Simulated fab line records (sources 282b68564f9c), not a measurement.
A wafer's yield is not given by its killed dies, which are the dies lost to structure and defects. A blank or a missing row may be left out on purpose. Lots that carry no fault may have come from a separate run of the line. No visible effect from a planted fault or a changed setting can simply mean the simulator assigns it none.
Split-lot trial	flow rit_cmos	27 wafers read from 5 lots, route of 202 steps

THE SPLIT
At RIT_GATE_CVD_08 (deposits poly-Si from SiH4, target thk 250 nm, time 2220 s), the setting time_s was moved away from the recipe's 2220 s on 24 of the 27 wafers read, by -20.6% to +43.5%. For the rest of the wafers, this setting stayed at what the recipe calls for.

FROM THE SPLIT TO THE READING: what the file shows between them, 4 steps
- RIT_GATE_THK_MEAS_09
- RIT_GATE_HMDS_10: prime time 60 s
- RIT_GATE_COAT_11: resist thk 850 nm
- RIT_GATE_HARDBAKE_18: time 60 s

THE READING
oes_product_au, in a.u., at RIT_GATE_ETCH_19 (etches poly-Si in SF6/CHF3/O2, stops on SiO2, time 165 s, target depth 312.5 nm). Fault-free wafers of this fab line usually give 0.861 a.u., standard deviation 0.014 a.u.

wafer	tool, chamber at the split	time_s as run, s	against the recipe	oes_product_au, a.u.	against lot-mates on the recipe
L076.1	-, -	2590	+16.7%	0.978	no lot-mate on the recipe
L076.2	-, -	2590	+16.7%	0.972	no lot-mate on the recipe
L076.3	-, -	2590	+16.7%	0.946	no lot-mate on the recipe
L076.4	-, -	2590	+16.7%	0.956	no lot-mate on the recipe
L076.5	-, -	2590	+16.7%	0.963	no lot-mate on the recipe
L076.6	-, -	2590	+16.7%	0.978	no lot-mate on the recipe
L078.1	-, -	1763	-20.6%	0.732	no lot-mate on the recipe
L078.2	-, -	1763	-20.6%	0.737	no lot-mate on the recipe
L078.3	-, -	1763	-20.6%	0.757	no lot-mate on the recipe
L078.4	-, -	1763	-20.6%	0.724	no lot-mate on the recipe
L078.5	-, -	1763	-20.6%	0.734	no lot-mate on the recipe
L078.6	-, -	1763	-20.6%	0.765	no lot-mate on the recipe
L079.1	-, -	3186	+43.5%	1.025	no lot-mate on the recipe
L079.2	-, -	3186	+43.5%	1.019	no lot-mate on the recipe
L079.3	-, -	3186	+43.5%	0.965	no lot-mate on the recipe
L079.4	-, -	3186	+43.5%	1.046	no lot-mate on the recipe
L079.5	-, -	3186	+43.5%	1.025	no lot-mate on the recipe
L079.6	-, -	3186	+43.5%	1.048	no lot-mate on the recipe
L080.1	-, -	1775	-20.0%	0.742	no lot-mate on the recipe
L080.2	-, -	1775	-20.0%	0.726	no lot-mate on the recipe
L080.3	-, -	1775	-20.0%	0.753	no lot-mate on the recipe
L080.4	-, -	1775	-20.0%	0.734	no lot-mate on the recipe
L080.5	-, -	1775	-20.0%	0.740	no lot-mate on the recipe
L080.6	-, -	1775	-20.0%	0.727	no lot-mate on the recipe
L085.1	lpcvd-01, 0	2220	recipe	0.856	-
L085.3	lpcvd-01, 0	2220	recipe	0.857	-
L085.4	lpcvd-01, 0	2220	recipe	0.874	-

THE FIT
A straight line over all 27 wafers: oes_product_au changes by +0.00466 a.u. for each +1% of time_s; r = +0.97; the points scatter about the line by 0.032 a.u.
Too few moved wafers have a lot-mate on the recipe to fit a line with each lot's own level taken away.

THE WHOLE CHAIN: every reading that the file lists as answering this split, in the file's order
step	what it does	reading	change (the file's fit)	r (the file's)
RIT_GATE_CVD_08	deposits poly-Si from SiH4, target thk 250 nm, time 2220 s	poly-Si_of_GATE_CVD_08.thk_nm (the simulator's own value, which no gauge read)	+2.44 nm for each +1% of the setting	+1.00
RIT_GATE_THK_MEAS_09		GATE_POLY_THK	+2.44 for each +1% of the setting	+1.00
RIT_GATE_ETCH_19	etches poly-Si in SF6/CHF3/O2, stops on SiO2, time 165 s, target depth 312.5 nm	oes_product_au	+0.00466 a.u. for each +1% of the setting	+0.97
RIT_GATE_ETCH_19	etches poly-Si in SF6/CHF3/O2, stops on SiO2, time 165 s, target depth 312.5 nm	etch.depth_nm (the simulator's own value, which no gauge read)	+1.89 nm for each +1% of the setting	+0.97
RIT_GATE_ETCH_19	etches poly-Si in SF6/CHF3/O2, stops on SiO2, time 165 s, target depth 312.5 nm	GATE.feature_depth_nm (the simulator's own value, which no gauge read)	+1.89 nm for each +1% of the setting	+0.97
RIT_M1_PROBE_99		etest.pmos_turned.r_on_ohm_um (the simulator's own value, which no gauge read)	+20.8 for each +1% of the setting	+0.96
RIT_M1_PROBE_99		etest.nmos_turned.drive_ua_um (the simulator's own value, which no gauge read)	-3.9 for each +1% of the setting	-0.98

FILE'S OWN FIT
oes_product_au changes by +0.00466 a.u. for each +1% of time_s, r = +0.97.
